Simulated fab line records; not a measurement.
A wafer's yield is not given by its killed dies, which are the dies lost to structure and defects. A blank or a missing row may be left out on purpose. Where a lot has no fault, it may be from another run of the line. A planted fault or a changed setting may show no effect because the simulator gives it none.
The tool behind it: which one? / flow berkeley-cmos170 / 72 wafers from 24 lots sampled at 5 of the route's 331 steps

## WHAT THE GAUGES READ, wafer by wafer
UCB170_START_THK_MEAS_03.
lot=L074; measured=day 1 16:37; on=film-metro-01; START_OXIDE_THK (nm)=20.3 20.5 20.2
lot=L075; measured=day 1 23:19; on=film-metro-01; START_OXIDE_THK (nm)=20.7 20.6 20.4
lot=L076; measured=day 1 23:19; on=film-metro-02; START_OXIDE_THK (nm)=20.6 20.5 20.6
lot=L077; measured=day 2 07:37; on=film-metro-02; START_OXIDE_THK (nm)=20.1 19.9 19.8
lot=L078; measured=day 2 12:59; on=film-metro-03; START_OXIDE_THK (nm)=19.7 19.7 19.8
lot=L079; measured=day 2 13:01; on=film-metro-02; START_OXIDE_THK (nm)=20.1 19.8 20.5
lot=L080; measured=day 2 21:05; on=film-metro-03; START_OXIDE_THK (nm)=20.8 20.3 20.3
lot=L081; measured=day 3 04:02; on=film-metro-03; START_OXIDE_THK (nm)=19.6 19.9 19.6
lot=L082; measured=day 3 04:02; on=film-metro-02; START_OXIDE_THK (nm)=20.4 20.5 20.1
lot=L083; measured=day 3 12:24; on=film-metro-03; START_OXIDE_THK (nm)=19.8 19.4 19.6
lot=L084; measured=day 3 17:06; on=film-metro-03; START_OXIDE_THK (nm)=20.0 19.8 19.6
lot=L085; measured=day 3 21:12; on=film-metro-02; START_OXIDE_THK (nm)=19.8 19.8 19.7
lot=L086; measured=day 4 03:08; on=film-metro-03; START_OXIDE_THK (nm)=18.9 19.1 19.1
lot=L088; measured=day 4 10:15; on=film-metro-02; START_OXIDE_THK (nm)=19.3 19.9 19.6
lot=L087; measured=day 4 10:16; on=film-metro-01; START_OXIDE_THK (nm)=19.6 20.1 19.8
lot=L089; measured=day 4 21:37; on=film-metro-02; START_OXIDE_THK (nm)=20.2 20.5 20.5
lot=L090; measured=day 4 21:37; on=film-metro-01; START_OXIDE_THK (nm)=20.2 20.0 19.6
lot=L091; measured=day 5 04:23; on=film-metro-01; START_OXIDE_THK (nm)=20.6 20.3 20.4
lot=L092; measured=day 5 10:46; on=film-metro-02; START_OXIDE_THK (nm)=20.6 20.8 20.6
lot=L094; measured=day 5 19:28; on=film-metro-01; START_OXIDE_THK (nm)=20.4 20.0 20.2
lot=L093; measured=day 5 19:29; on=film-metro-03; START_OXIDE_THK (nm)=20.1 20.2 20.1
lot=L095; measured=day 6 04:29; on=film-metro-02; START_OXIDE_THK (nm)=20.4 20.3 20.5
lot=L096; measured=day 6 04:31; on=film-metro-02; START_OXIDE_THK (nm)=20.4 20.3 20.0
lot=L097; measured=day 6 11:24; on=film-metro-03; START_OXIDE_THK (nm)=20.0 20.0 20.0

UCB170_CONTACT_CD_MEAS_15: target cd 700 nm.
lot=L074; measured=day 8 10:12; on=cd-sem-02; cd-nm (nm)=699.4 700.2 700.4
lot=L075; measured=day 8 08:07; on=cd-sem-02; cd-nm (nm)=698.7 698.8 698.0
lot=L076; measured=day 8 10:02; on=cd-sem-02; cd-nm (nm)=700.7 700.8 700.5
lot=L077; measured=day 8 10:49; on=cd-sem-02; cd-nm (nm)=701.3 700.3 699.7
lot=L078; measured=day 10 03:05; on=cd-sem-02; cd-nm (nm)=699.0 701.3 699.7
lot=L079; measured=day 10 03:16; on=cd-sem-01; cd-nm (nm)=696.8 697.9 697.5
lot=L080; measured=day 10 01:34; on=cd-sem-01; cd-nm (nm)=698.6 699.1 699.2
lot=L081; measured=day 10 01:17; on=cd-sem-01; cd-nm (nm)=698.9 698.3 698.8
lot=L082; measured=day 10 09:17; on=cd-sem-02; cd-nm (nm)=699.0 699.8 699.4
lot=L083; measured=day 10 09:33; on=cd-sem-01; cd-nm (nm)=701.6 701.1 700.4
lot=L084; measured=day 10 17:06; on=cd-sem-02; cd-nm (nm)=700.6 700.3 699.5
lot=L085; measured=day 10 16:59; on=cd-sem-01; cd-nm (nm)=697.3 695.8 697.2
lot=L086; measured=day 11 16:46; on=cd-sem-01; cd-nm (nm)=700.4 699.2 699.3
lot=L088; measured=day 11 16:00; on=cd-sem-02; cd-nm (nm)=698.8 700.8 699.4
lot=L087; measured=day 11 14:38; on=cd-sem-01; cd-nm (nm)=700.8 700.4 699.9
lot=L089; measured=day 12 01:22; on=cd-sem-01; cd-nm (nm)=702.8 703.7 702.6
lot=L090; measured=day 12 03:20; on=cd-sem-02; cd-nm (nm)=698.6 698.9 698.7
lot=L091; measured=day 12 10:06; on=cd-sem-02; cd-nm (nm)=700.0 700.8 700.7
lot=L092; measured=day 12 12:59; on=cd-sem-02; cd-nm (nm)=700.9 699.2 700.9
lot=L094; measured=day 13 01:12; on=cd-sem-02; cd-nm (nm)=700.8 702.3 700.5
lot=L093; measured=day 12 21:08; on=cd-sem-01; cd-nm (nm)=700.4 700.5 700.2
lot=L095; measured=day 13 00:05; on=cd-sem-01; cd-nm (nm)=704.6 704.2 703.2
lot=L096; measured=day 13 02:07; on=cd-sem-02; cd-nm (nm)=700.5 702.5 701.0
lot=L097; measured=day 13 01:26; on=cd-sem-01; cd-nm (nm)=698.9 699.1 698.2

UCB170_V1_CD_MEAS_12: target cd 700 nm.
lot=L074; measured=day 8 17:11; on=cd-sem-02; cd-nm (nm)=699.9 699.4 697.5
lot=L075; measured=day 8 14:17; on=cd-sem-02; cd-nm (nm)=698.9 698.8 698.4
lot=L076; measured=day 8 15:43; on=cd-sem-01; cd-nm (nm)=700.9 702.2 701.0
lot=L077; measured=day 8 17:31; on=cd-sem-01; cd-nm (nm)=701.9 703.7 700.2
lot=L078; measured=day 10 22:46; on=cd-sem-02; cd-nm (nm)=700.5 701.7 700.2
lot=L079; measured=day 10 23:16; on=cd-sem-02; cd-nm (nm)=698.5 699.1 699.2
lot=L080; measured=day 10 22:02; on=cd-sem-01; cd-nm (nm)=697.6 697.9 698.2
lot=L081; measured=day 10 22:31; on=cd-sem-01; cd-nm (nm)=699.3 700.9 701.2
lot=L082; measured=day 10 23:02; on=cd-sem-02; cd-nm (nm)=699.1 698.9 699.7
lot=L083; measured=day 10 23:57; on=cd-sem-01; cd-nm (nm)=699.7 700.9 700.6
lot=L084; measured=day 11 03:51; on=cd-sem-01; cd-nm (nm)=699.9 698.8 701.0
lot=L085; measured=day 10 23:58; on=cd-sem-02; cd-nm (nm)=696.4 696.6 698.1
lot=L086; measured=day 12 00:20; on=cd-sem-02; cd-nm (nm)=700.4 701.2 700.6
lot=L088; measured=day 12 01:02; on=cd-sem-01; cd-nm (nm)=698.7 697.2 698.1
lot=L087; measured=day 11 22:07; on=cd-sem-01; cd-nm (nm)=700.4 700.0 698.7
lot=L089; measured=day 12 09:49; on=cd-sem-01; cd-nm (nm)=702.0 701.2 701.5
lot=L090; measured=day 12 14:35; on=cd-sem-02; cd-nm (nm)=701.6 700.8 700.1
lot=L091; measured=day 12 17:51; on=cd-sem-01; cd-nm (nm)=696.3 698.7 697.0
lot=L092; measured=day 12 19:19; on=cd-sem-01; cd-nm (nm)=698.9 699.2 699.3
lot=L094; measured=day 13 08:20; on=cd-sem-01; cd-nm (nm)=700.3 700.4 701.5
lot=L093; measured=day 13 03:11; on=cd-sem-01; cd-nm (nm)=701.6 701.3 701.7
lot=L095; measured=day 13 06:02; on=cd-sem-01; cd-nm (nm)=700.6 700.9 701.8
lot=L096; measured=day 13 10:01; on=cd-sem-02; cd-nm (nm)=700.5 698.3 698.7
lot=L097; measured=day 13 09:44; on=cd-sem-01; cd-nm (nm)=702.2 699.5 701.1

UCB170_V1_CD_MEAS_90: target cd 700 nm.
lot=L074; measured=day 8 17:38; on=cd-sem-02; cd-nm (nm)=699.0 699.0 696.2
lot=L075; measured=day 8 14:43; on=cd-sem-02; cd-nm (nm)=699.5 698.7 698.3
lot=L076; measured=day 8 16:08; on=cd-sem-02; cd-nm (nm)=701.7 702.1 700.3
lot=L077; measured=day 8 17:57; on=cd-sem-02; cd-nm (nm)=700.9 703.8 700.5
lot=L078; measured=day 10 23:12; on=cd-sem-01; cd-nm (nm)=700.1 701.4 700.7
lot=L079; measured=day 10 23:42; on=cd-sem-02; cd-nm (nm)=696.9 697.5 698.6
lot=L080; measured=day 10 22:28; on=cd-sem-02; cd-nm (nm)=697.5 698.6 697.6
lot=L081; measured=day 10 22:57; on=cd-sem-01; cd-nm (nm)=700.2 699.9 701.0
lot=L082; measured=day 10 23:28; on=cd-sem-01; cd-nm (nm)=698.3 698.8 699.2
lot=L083; measured=day 11 00:23; on=cd-sem-02; cd-nm (nm)=699.0 700.9 700.3
lot=L084; measured=day 11 04:17; on=cd-sem-02; cd-nm (nm)=699.8 699.4 700.9
lot=L085; measured=day 11 00:24; on=cd-sem-01; cd-nm (nm)=696.4 696.5 696.8
lot=L086; measured=day 12 00:48; on=cd-sem-01; cd-nm (nm)=700.6 699.7 700.6
lot=L088; measured=day 12 01:29; on=cd-sem-02; cd-nm (nm)=698.7 696.8 698.1
lot=L087; measured=day 11 22:35; on=cd-sem-02; cd-nm (nm)=700.0 700.5 698.0
lot=L089; measured=day 12 10:15; on=cd-sem-01; cd-nm (nm)=700.4 699.8 700.3
lot=L090; measured=day 12 15:04; on=cd-sem-02; cd-nm (nm)=701.0 700.1 699.2
lot=L091; measured=day 12 18:17; on=cd-sem-02; cd-nm (nm)=696.8 698.7 698.2
lot=L092; measured=day 12 19:44; on=cd-sem-01; cd-nm (nm)=699.5 699.5 698.6
lot=L094; measured=day 13 08:46; on=cd-sem-02; cd-nm (nm)=700.2 700.6 701.9
lot=L093; measured=day 13 03:38; on=cd-sem-02; cd-nm (nm)=701.3 700.6 700.3
lot=L095; measured=day 13 06:28; on=cd-sem-01; cd-nm (nm)=700.5 699.8 699.6
lot=L096; measured=day 13 10:26; on=cd-sem-02; cd-nm (nm)=699.4 698.7 698.1
lot=L097; measured=day 13 10:10; on=cd-sem-01; cd-nm (nm)=702.8 698.8 700.7

## EACH LOT AND THE TOOL THAT RAN IT (in order: tool; ch and the chambers of the sampled wafers; start)
lot=L074; UCB170_NLDD_STRIP_10=plasma-asher-03 ch 0,1, day 7 15:51
lot=L075; UCB170_NLDD_STRIP_10=plasma-asher-02 ch 0,1, day 7 14:54
lot=L076; UCB170_NLDD_STRIP_10=plasma-asher-03 ch 0,1, day 7 16:19
lot=L077; UCB170_NLDD_STRIP_10=plasma-asher-03 ch 0,1, day 7 16:02
lot=L078; UCB170_NLDD_STRIP_10=plasma-asher-03 ch 0,1, day 9 08:31
lot=L079; UCB170_NLDD_STRIP_10=plasma-asher-03 ch 0,1, day 9 07:57
lot=L080; UCB170_NLDD_STRIP_10=plasma-asher-02 ch 0,1, day 9 08:10
lot=L081; UCB170_NLDD_STRIP_10=plasma-asher-04 ch 0,1, day 9 08:24
lot=L082; UCB170_NLDD_STRIP_10=plasma-asher-04 ch 0, day 9 17:37
lot=L083; UCB170_NLDD_STRIP_10=plasma-asher-02 ch 0,1, day 9 17:49
lot=L084; UCB170_NLDD_STRIP_10=plasma-asher-02 ch 0,1, day 10 00:31
lot=L085; UCB170_NLDD_STRIP_10=plasma-asher-02 ch 0,1, day 10 00:14
lot=L086; UCB170_NLDD_STRIP_10=plasma-asher-02 ch 0,1, day 10 15:13
lot=L088; UCB170_NLDD_STRIP_10=plasma-asher-04 ch 0,1, day 10 14:44
lot=L087; UCB170_NLDD_STRIP_10=plasma-asher-03 ch 0,1, day 10 14:50
lot=L089; UCB170_NLDD_STRIP_10=plasma-asher-03 ch 0,1, day 11 08:23
lot=L090; UCB170_NLDD_STRIP_10=plasma-asher-02 ch 1, day 11 08:06
lot=L091; UCB170_NLDD_STRIP_10=plasma-asher-04 ch 0,1, day 11 15:21
lot=L092; UCB170_NLDD_STRIP_10=plasma-asher-03 ch 0,1, day 11 17:28
lot=L094; UCB170_NLDD_STRIP_10=plasma-asher-03 ch 0,1, day 12 03:57
lot=L093; UCB170_NLDD_STRIP_10=plasma-asher-03 ch 0,1, day 12 02:22
lot=L095; UCB170_NLDD_STRIP_10=plasma-asher-02 ch 0,1, day 12 04:05
lot=L096; UCB170_NLDD_STRIP_10=plasma-asher-02 ch 0,1, day 12 03:30
lot=L097; UCB170_NLDD_STRIP_10=plasma-asher-02 ch 0,1, day 12 04:46
- UCB170_NLDD_STRIP_10: strips in O2.

## AS READ BY THE TOOLS THEMSELVES (means over the sampled wafers that have a number; for cases with no such wafer, the mark the record gives instead)
UCB170_NLDD_STRIP_10.
lot=L074; tool=plasma-asher-03; drypump-motor-current-A (A)=5.89; oes-product-au (a.u.)=0.737; strip-time-to-endpoint-s (s)=21.64
lot=L075; tool=plasma-asher-02; drypump-motor-current-A (A)=5.59; oes-product-au (a.u.)=0.735; strip-time-to-endpoint-s (s)=21.61
lot=L076; tool=plasma-asher-03; drypump-motor-current-A (A)=5.91; oes-product-au (a.u.)=0.732; strip-time-to-endpoint-s (s)=21.66
lot=L077; tool=plasma-asher-03; drypump-motor-current-A (A)=5.91; oes-product-au (a.u.)=0.734; strip-time-to-endpoint-s (s)=21.61
lot=L078; tool=plasma-asher-03; drypump-motor-current-A (A)=5.89; oes-product-au (a.u.)=0.735; strip-time-to-endpoint-s (s)=21.47
lot=L079; tool=plasma-asher-03; drypump-motor-current-A (A)=5.89; oes-product-au (a.u.)=0.733; strip-time-to-endpoint-s (s)=21.60
lot=L080; tool=plasma-asher-02; drypump-motor-current-A (A)=5.58; oes-product-au (a.u.)=0.730; strip-time-to-endpoint-s (s)=21.78
lot=L081; tool=plasma-asher-04; drypump-motor-current-A (A)=5.46; oes-product-au (a.u.)=0.735; strip-time-to-endpoint-s (s)=21.60
lot=L082; tool=plasma-asher-04; drypump-motor-current-A (A)=5.68; oes-product-au (a.u.)=0.734; strip-time-to-endpoint-s (s)=21.67
lot=L083; tool=plasma-asher-02; drypump-motor-current-A (A)=5.73; oes-product-au (a.u.)=0.734; strip-time-to-endpoint-s (s)=21.75
lot=L084; tool=plasma-asher-02; drypump-motor-current-A (A)=5.60; oes-product-au (a.u.)=0.737; strip-time-to-endpoint-s (s)=21.69
lot=L085; tool=plasma-asher-02; drypump-motor-current-A (A)=5.75; oes-product-au (a.u.)=0.735; strip-time-to-endpoint-s (s)=21.62
lot=L086; tool=plasma-asher-02; drypump-motor-current-A (A)=5.60; oes-product-au (a.u.)=0.735; strip-time-to-endpoint-s (s)=21.56
lot=L088; tool=plasma-asher-04; drypump-motor-current-A (A)=5.28; oes-product-au (a.u.)=0.733; strip-time-to-endpoint-s (s)=21.59
lot=L087; tool=plasma-asher-03; drypump-motor-current-A (A)=5.79; oes-product-au (a.u.)=0.735; strip-time-to-endpoint-s (s)=21.63
lot=L089; tool=plasma-asher-03; drypump-motor-current-A (A)=5.72; oes-product-au (a.u.)=0.725; strip-time-to-endpoint-s (s)=21.58
lot=L090; tool=plasma-asher-02; drypump-motor-current-A (A)=5.88; oes-product-au (a.u.)=0.732; strip-time-to-endpoint-s (s)=21.67
lot=L091; tool=plasma-asher-04; drypump-motor-current-A (A)=5.45; oes-product-au (a.u.)=0.736; strip-time-to-endpoint-s (s)=21.72
lot=L092; tool=plasma-asher-03; drypump-motor-current-A (A)=5.75; oes-product-au (a.u.)=0.728; strip-time-to-endpoint-s (s)=21.59
lot=L094; tool=plasma-asher-03; drypump-motor-current-A (A)=5.73; oes-product-au (a.u.)=0.734; strip-time-to-endpoint-s (s)=21.68
lot=L093; tool=plasma-asher-03; drypump-motor-current-A (A)=5.92; oes-product-au (a.u.)=0.736; strip-time-to-endpoint-s (s)=21.63
lot=L095; tool=plasma-asher-02; drypump-motor-current-A (A)=5.75; oes-product-au (a.u.)=0.734; strip-time-to-endpoint-s (s)=21.67
lot=L096; tool=plasma-asher-02; drypump-motor-current-A (A)=5.61; oes-product-au (a.u.)=0.736; strip-time-to-endpoint-s (s)=21.73
lot=L097; tool=plasma-asher-02; drypump-motor-current-A (A)=5.61; oes-product-au (a.u.)=0.738; strip-time-to-endpoint-s (s)=21.62

## THE ANSWER, worked out from the rows above alone
Rule: the usual values come from the lots themselves. The widest of any qualifying gaps counts: lots, ordered by their means at a reading, are off when they make up no more than a third of the lots, leave a main group of 4 or more, and stand apart from it by 3 or more times the standard deviation of that group's means. The tables above print the reading to a certain number of digits; a main group whose means all agree to those digits is not used. Also off: a lot with no number at a reading for which 4 or more lots have one. Where the step has rows for the other lots, those lots are counted as sound. After the gauges, taken in route order, come the tools' own readings; for these a lot's mean is taken, as printed above. The first step at which some lot is off is used, and at that step the reading that is off furthest; a lot without a number counts as furthest.
None of the lots is off at any reading shown; this tells nothing.

## WHAT THE SIMULATOR HAD INSERTED
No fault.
